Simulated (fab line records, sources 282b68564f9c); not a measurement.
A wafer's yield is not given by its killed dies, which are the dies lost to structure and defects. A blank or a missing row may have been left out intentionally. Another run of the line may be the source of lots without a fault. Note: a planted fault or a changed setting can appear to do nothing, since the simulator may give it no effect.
fab line records | flow rit_cmos
record: lots: 7 wafers: 21 last_day: 7
route steps=202 shown NRETRO@55 PRETRO@64 M1@202
lots untouched by any fault: they come from a run of this same line in which no faults occurred
start_h: hours from the record's first day to the start of the lot's first wafer shown | wait_h: hours elapsed since this lot's preceding step | " same as the row above | L1.1+2: several wafers, shown together as one row | - no value, or no start given | * or withheld: withheld | < > ~ a bound
route shown NAME@n: names a module that has steps shown in the file, with the first one's number in the route | usual: the fault-free wafers' mean and standard deviation | same: alike in all rows | chamber/n: place in a boat | sites: the reading at each site | _std_site: how widely they spread, as a standard deviation | _edge_site: inner sites' mean taken away from outer sites' mean | radius_mm: for every site, how far away it sits from the centre of the wafer | mask NAME#n: copy n | behind: the tool/chamber that last shaped the wafer | hold: cause of the lot's hold/its duration in hours/its outcome | device: the n, p or np transistor that did not switch | end of line: at the end of the route, the tests of the same wafers | where a step has no rows: the recipe by itself | killed: dies lost to structure and defects at the first sort, not the wafer's yield | map: a wafer's dies, x killed, . not, _ none there
set.NAME: setting as actually run; set.NAME@STEP: the setting as run at that earlier step | model.NAME: the simulator's own value behind a step, which no gauge read
lots at selected steps of the route; one table per step, one row per wafer
services: when a tool's chamber went out of use (start_h, in hours from the record's first day, below 0 if earlier), for how many hours, and the reason
== steps ==
step: RIT_NRETRO_SOFTBAKE_02
recipe: resist: NOVOLAK temp_c: 90 time_s: 60
step: RIT_NRETRO_EXPOSE_03
recipe: mask_id: M4 na: 0.57 target_cd_nm: 43900 dose_mj: 250
step: RIT_NRETRO_PEB_04
recipe: resist: NOVOLAK temp_c: withheld time_s: withheld
step: RIT_NRETRO_DEVELOP_05
recipe: resist: NOVOLAK develop_time_s: 69.49 dev_temp_c: 23
step: RIT_NRETRO_OVL_MEAS_06
usual: NRETRO_OVL: -0.7/1.5
columns lot.wafer tool chamber start_h wait_h NRETRO_OVL[nm]
L591.2 overlay-02 - 64.97 - -0.4
L591.4 " - " " 2.7
L591.6 " - " " 1.3
L592.4 overlay-01 - 69.59 - 1.6
L592.5 " - " " -0.1
L592.6 " - " " -0.2
L598.4 overlay-02 - 99.65 - -1.9
L598.5 " - " " -0.7
L598.6 " - " " -2.3
L599.4 overlay-01 - 104.17 - 1.9
L599.5 " - " " 0.9
L599.6 " - " " 0.2
L602.2 overlay-02 - 122.69 - -2.3
L602.3 " - " " -3.3
L602.5 " - " " -2.4
L603.1 overlay-01 - 127.94 - -2.5
L603.3 " - " " -1.6
L603.6 " - " " -0.1
L605.1 overlay-02 - 139.64 - -2.6
L605.3 " - " " -1.8
L605.6 " - " " -2.0
step: RIT_NRETRO_HARDBAKE_07
recipe: resist: NOVOLAK temp_c: 140 time_s: 120
step: RIT_NRETRO_IMPLANT_08
recipe: species: P energy_kev: 70 dose_cm2: 1e+13 tilt_deg: 7
step: RIT_NRETRO_STRIP_09
recipe: chemistry: O2 time_s: 180 resist: NOVOLAK platen_temp_c: withheld power_w: 500 pressure_mtorr: 4000 o2_flow_sccm: 4000
usual: drypump_motor_current_A: 5.6/0.38
columns lot.wafer tool chamber start_h wait_h drypump_motor_current_A rf_hours_counter_h
L591.2 plasma_asher-04 1 65.40 0.1 6.1 43
L591.4 " 0 " " 5.0 -
L591.6 " 1 " " 6.1 -
L592.4 plasma_asher-02 1 70.06 0.1 5.7 -
L592.5 " 1 " " 5.7 -
L592.6 " 0 " " 5.6 -
L598.4 plasma_asher-03 1 100.13 0.1 6.0 -
L598.5 " 0 " " 5.0 -
L598.6 " 1 " " 6.0 -
L599.4 plasma_asher-02 1 104.64 0.1 5.7 -
L599.5 " 0 " " 5.6 -
L599.6 " 1 " " 5.7 -
L602.2 plasma_asher-03 0 123.12 0.1 5.0 0
L602.3 " 0 " " 5.0 -
L602.5 " 0 " " 5.0 -
L603.1 plasma_asher-03 1 128.37 0.1 6.0 1
L603.3 " 1 " " 5.9 -
L603.6 " 1 " " 6.0 -
L605.1 plasma_asher-02 1 140.07 0.1 5.7 34
L605.3 " 0 " " 5.6 -
L605.6 " 0 " " 5.6 -
step: RIT_NRETRO_TW_MEAS_10
usual: NRETRO_TW: 1055/6.8
columns lot.wafer tool chamber start_h wait_h NRETRO_TW
L591.2 film_metro-04 - 65.58 0.1 1058
L591.4 " - " " 1050
L591.6 " - " " 1054
L592.4 film_metro-01 - 70.21 0.1 1066
L592.5 " - " " 1062
L592.6 " - " " 1061
L598.4 film_metro-04 - 100.27 0.1 1057
L598.5 " - " " 1066
L598.6 " - " " 1057
L599.4 film_metro-04 - 104.79 0.1 1063
L599.5 " - " " 1060
L599.6 " - " " 1060
L602.2 film_metro-01 - 123.30 0.1 1065
L602.3 " - " " 1058
L602.5 " - " " 1065
L603.1 film_metro-04 - 128.55 0.1 1050
L603.3 " - " " 1055
L603.6 " - " " 1049
L605.1 film_metro-04 - 140.25 0.1 1056
L605.3 " - " " 1048
L605.6 " - " " 1050
step: RIT_PRETRO_HMDS_00
recipe: prime_time_s: 60 prime_temp_c: 140
step: RIT_PRETRO_COAT_01
recipe: resist: NOVOLAK spin_rpm: 2000 resist_thk_nm: 1300
step: RIT_PRETRO_SOFTBAKE_02
recipe: resist: NOVOLAK temp_c: 90 time_s: 60
step: RIT_PRETRO_EXPOSE_03
recipe: mask_id: M5 na: 0.57 target_cd_nm: 43700 dose_mj: 250
usual: exposure_dose_mJ_cm2: 250.05/0.26
columns lot.wafer tool chamber start_h wait_h mask exposure_dose_mJ_cm2 model.PRETRO.overlay_x_nm
L591.2 iline_stepper-02 0 66.10 0.1 M5#0 249.86 0.2121
L591.4 " 0 " " M5#0 249.97 0.2121
L591.6 " 0 " " M5#0 250.01 0.2121
L592.4 iline_stepper-01 0 70.87 0.2 M5#0 250.11 0.05967
L592.5 " 0 " " M5#0 249.92 0.05967
L592.6 " 0 " " M5#0 250.07 0.05967
L598.4 iline_stepper-01 0 100.81 0.1 M5#0 249.99 0.05772
L598.5 " 0 " " M5#0 250.37 0.05772
L598.6 " 0 " " M5#0 250.33 0.05772
L599.4 iline_stepper-02 0 105.45 0.2 M5#0 249.70 -150.9
L599.5 " 0 " " M5#0 249.75 -150.9
L599.6 " 0 " " M5#0 250.04 -150.9
L602.2 iline_stepper-02 0 123.95 0.2 M5#0 250.27 -149.9
L602.3 " 0 " " M5#0 250.22 -149.9
L602.5 " 0 " " M5#0 250.18 -149.9
L603.1 iline_stepper-02 0 129.06 0.1 M5#0 250.24 -150
L603.3 " 0 " " M5#0 250.10 -150
L603.6 " 0 " " M5#0 250.26 -150
L605.1 iline_stepper-01 0 140.90 0.3 M5#0 250.07 0.1154
L605.3 " 0 " " M5#0 249.99 0.1154
L605.6 " 0 " " M5#0 249.77 0.1154
step: RIT_PRETRO_PEB_04
recipe: resist: NOVOLAK temp_c: withheld time_s: withheld
step: RIT_PRETRO_DEVELOP_05
recipe: resist: NOVOLAK develop_time_s: 68 dev_temp_c: 23
step: RIT_PRETRO_OVL_MEAS_06
usual: PRETRO_OVL: 0.4/1.3
columns lot.wafer tool chamber start_h wait_h PRETRO_OVL[nm]
L591.2 overlay-01 - 66.52 - -0.1
L591.4 " - " " 0.3
L591.6 " - " " 2.3
L592.4 overlay-02 - 71.26 - 2.7
L592.5 " - " " 2.9
L592.6 " - " " 2.0
L598.4 overlay-01 - 101.20 - 2.0
L598.5 " - " " 1.0
L598.6 " - " " 1.5
L599.4 overlay-02 - 105.84 - -152.9
L599.5 " - " " -152.6
L599.6 " - " " -152.3
L602.2 overlay-01 - 124.36 - -149.6
L602.3 " - " " -148.2
L602.5 " - " " -150.7
L603.1 overlay-02 - 129.49 - -151.3
L603.3 " - " " -149.7
L603.6 " - " " -150.6
L605.1 overlay-01 - 141.40 - 1.9
L605.3 " - " " 0.8
L605.6 " - " " 0.9
step: RIT_PRETRO_HARDBAKE_07
recipe: resist: NOVOLAK temp_c: 140 time_s: 120
step: RIT_M1_PROBE_99
usual: killed_at_front_end: 6.7/2.9 killed_dies: 6.8/2.9 killed_open: 3.5/1.8 killed_short: 3.3/2.1
same: gross_dies: 264 killed_at_M0_to_M3: 0 killed_at_M4_up: 0 killed_at_back_side: 0 killed_at_contacts: 0 killed_at_other: 0
columns lot.wafer tool chamber start_h wait_h killed_at_front_end killed_dies killed_open killed_short model.etest.retro_edge_nmos.off_log10_a_um model.etest.retro_edge_pmos.off_log10_a_um
L591.2 prober-01 - 92.12 0.1 6 6 3 3 -9.664 -10.07
L591.4 prober-01 - 92.22 0.2 4 4 3 1 -9.533 -9.975
L591.6 prober-01 - 92.32 0.2 6 6 3 3 -10.07 -10.03
L592.4 prober-02 - 96.89 0.2 6 6 4 2 -9.525 -9.731
L592.5 prober-02 - 96.94 0.2 15 15 7 8 -9.4 -9.919
L592.6 prober-02 - 96.99 0.2 6 6 3 3 -9.569 -9.924
L598.4 prober-02 - 129.35 0.2 5 5 2 3 -9.959 -9.831
L598.5 prober-02 - 129.40 0.2 9 9 6 3 -9.393 -9.681
L598.6 prober-02 - 129.45 0.2 1 1 0 1 -9.648 -9.481
L599.4 prober-01 - 133.05 0.2 12 12 7 5 -8.476 -9.297
L599.5 prober-01 - 133.10 0.2 10 10 4 6 -8.937 -9.497
L599.6 prober-01 - 133.15 0.2 9 9 4 5 -8.98 -8.991
L602.2 prober-01 - 153.82 0.1 7 7 3 4 -8.72 -9.04
L602.3 prober-01 - 153.87 0.2 8 8 2 6 -8.754 -9.001
L602.5 prober-01 - 153.97 0.2 13 13 8 5 -8.655 -9.057
L603.1 prober-02 - 157.36 0.1 11 11 6 5 -9.285 -9.759
L603.3 prober-02 - 157.46 0.2 6 6 2 4 -9.339 -9.621
L603.6 prober-02 - 157.61 0.2 8 8 4 4 -9.444 -9.614
L605.1 prober-02 - 166.54 0.1 8 8 1 7 -9.717 -10.13
L605.3 prober-02 - 166.64 0.2 7 7 3 4 -9.551 -9.968
L605.6 prober-02 - 166.79 0.2 7 7 5 2 -10.09 -10.19
killed by level:class
L591.2 SPACER:geometric_particle:short=2 GATE:geometric_particle:short=1 GATE:geometric_particle:open=1 REOX:geometric_particle:open=1 SPACER:geometric_particle:open=1
L591.4 GATE:geometric_particle:open=2 FOX1:geometric_particle:short=1 SILICIDE:geometric_particle:open=1
L591.6 SILICIDE:geometric_particle:short=2 FOX1:geometric_particle:open=1 FOX2:geometric_particle:short=1 GATE:geometric_particle:open=1 SILICIDE:geometric_particle:open=1
L592.4 GATE:geometric_particle:open=2 REOX:geometric_particle:short=2 SILICIDE:geometric_particle:open=2
L592.5 REOX:geometric_particle:short=4 GATE:geometric_particle:short=3 GATE:geometric_particle:open=3 REOX:geometric_particle:open=2 FOX2:geometric_particle:open=1 SILICIDE:geometric_particle:short=1 SILICIDE:geometric_particle:open=1
L592.6 GATE:geometric_particle:short=2 FOX1:geometric_particle:open=1 GATE:geometric_particle:open=1 REOX:geometric_particle:short=1 REOX:geometric_particle:open=1
L598.4 GATE:geometric_particle:short=2 FOX1:geometric_particle:open=1 REOX:geometric_particle:short=1 REOX:geometric_particle:open=1
L598.5 GATE:geometric_particle:short=2 GATE:geometric_particle:open=2 SPACER:geometric_particle:open=2 REOX:geometric_particle:short=1 REOX:geometric_particle:open=1 SILICIDE:geometric_particle:open=1
L598.6 GATE:geometric_particle:short=1
L599.4 REOX:geometric_particle:short=3 FOX1:geometric_particle:open=2 GATE:geometric_particle:open=2 GATE:geometric_particle:short=1 REOX:geometric_particle:open=1 SPACER:geometric_particle:open=1 SILICIDE:geometric_particle:short=1 SILICIDE:geometric_particle:open=1
L599.5 SILICIDE:geometric_particle:short=4 SPACER:geometric_particle:open=2 FOX2:geometric_particle:short=1 GATE:geometric_particle:short=1 REOX:geometric_particle:open=1 SILICIDE:geometric_particle:open=1
L599.6 GATE:geometric_particle:open=3 REOX:geometric_particle:short=2 ACTIVE:geometric_particle:short=1 GATE:geometric_particle:short=1 SPACER:geometric_particle:short=1 SILICIDE:geometric_particle:open=1
L602.2 REOX:geometric_particle:open=2 SPACER:geometric_particle:short=2 GATE:geometric_particle:short=1 GATE:geometric_particle:open=1 REOX:geometric_particle:short=1
L602.3 GATE:geometric_particle:open=2 FOX1:geometric_particle:short=1 FOX2:geometric_particle:short=1 GATE:geometric_particle:short=1 REOX:geometric_particle:short=1 SPACER:geometric_particle:short=1 SILICIDE:geometric_particle:short=1
L602.5 GATE:geometric_particle:open=4 GATE:geometric_particle:short=3 SPACER:geometric_particle:open=3 FOX1:geometric_particle:open=1 SPACER:geometric_particle:short=1 SILICIDE:geometric_particle:short=1
L603.1 SILICIDE:geometric_particle:open=3 FOX1:geometric_particle:short=2 GATE:geometric_particle:open=2 SILICIDE:geometric_particle:short=2 GATE:geometric_particle:short=1 REOX:geometric_particle:open=1
L603.3 FOX1:geometric_particle:short=2 GATE:geometric_particle:open=1 GATE:geometric_particle:short=1 SPACER:geometric_particle:short=1 SPACER:geometric_particle:open=1
L603.6 GATE:geometric_particle:open=3 GATE:geometric_particle:short=3 SILICIDE:geometric_particle:short=1 SILICIDE:geometric_particle:open=1
L605.1 FOX1:geometric_particle:short=2 REOX:geometric_particle:short=2 ACTIVE:geometric_particle:short=1 GATE:geometric_particle:short=1 SPACER:geometric_particle:open=1 SILICIDE:geometric_particle:short=1
L605.3 GATE:geometric_particle:short=3 ACTIVE:geometric_particle:open=1 FOX1:geometric_particle:open=1 FOX1:geometric_particle:short=1 GATE:geometric_particle:open=1
L605.6 SILICIDE:geometric_particle:open=2 FOX1:geometric_particle:open=1 FOX2:geometric_particle:open=1 REOX:geometric_particle:short=1 SPACER:geometric_particle:open=1 SILICIDE:geometric_particle:short=1
== services ==
columns tool chamber start_h hours kind
iline_stepper-02 - 63.48 0.7 repair
plasma_asher-02 - 86.70 8.5 repair
iline_stepper-01 0 96.05 - calibration
plasma_asher-02 - 108.22 1.9 repair
iline_stepper-02 - 108.39 1.7 pm
plasma_asher-03 - 108.75 9.0 pm
plasma_asher-03 0 108.75 9.0 vent_cycle
plasma_asher-03 1 108.75 9.0 vent_cycle
plasma_asher-03 0 117.75 - clean
plasma_asher-03 1 117.75 - clean
plasma_asher-04 - 119.81 1.1 repair
plasma_asher-03 - 129.50 4.1 repair
plasma_asher-03 - 135.38 6.6 repair
== key ==
first_sign: step: RIT_PRETRO_OVL_MEAS_06 reading: PRETRO_OVL direction: down sigmas: 99+ usual: 0.4 struck: -150.9
effect none on later readings
model_effect: step: RIT_PRETRO_EXPOSE_03 value: PRETRO.overlay_x_nm without: -0.2674 struck: -150.3
model_effect: step: RIT_M1_PROBE_99 value: etest.retro_edge_nmos.off_log10_a_um without: -9.731 struck: -8.954
met_at RIT_PRETRO_EXPOSE_03
struck_wafers L599.4,L599.5,L599.6,L602.2,L602.3,L602.5,L603.1,L603.3,L603.6
tester_left_out L599,L602,L603
onset_between 66.10 105.45
fault: kind: scanner_matching_overlay tool: iline_stepper-02 chamber: - onset_h: 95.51 steps: RIT_PRETRO_EXPOSE_03 offset: -150
tester_left_out: of these lots the tester's yield and bins aren't shown, on N5 and GAA mostly nor the transistor test; their killed dies are dies lost to structure and defects alone, not to doping, threshold or leakage, so they don't give the yield
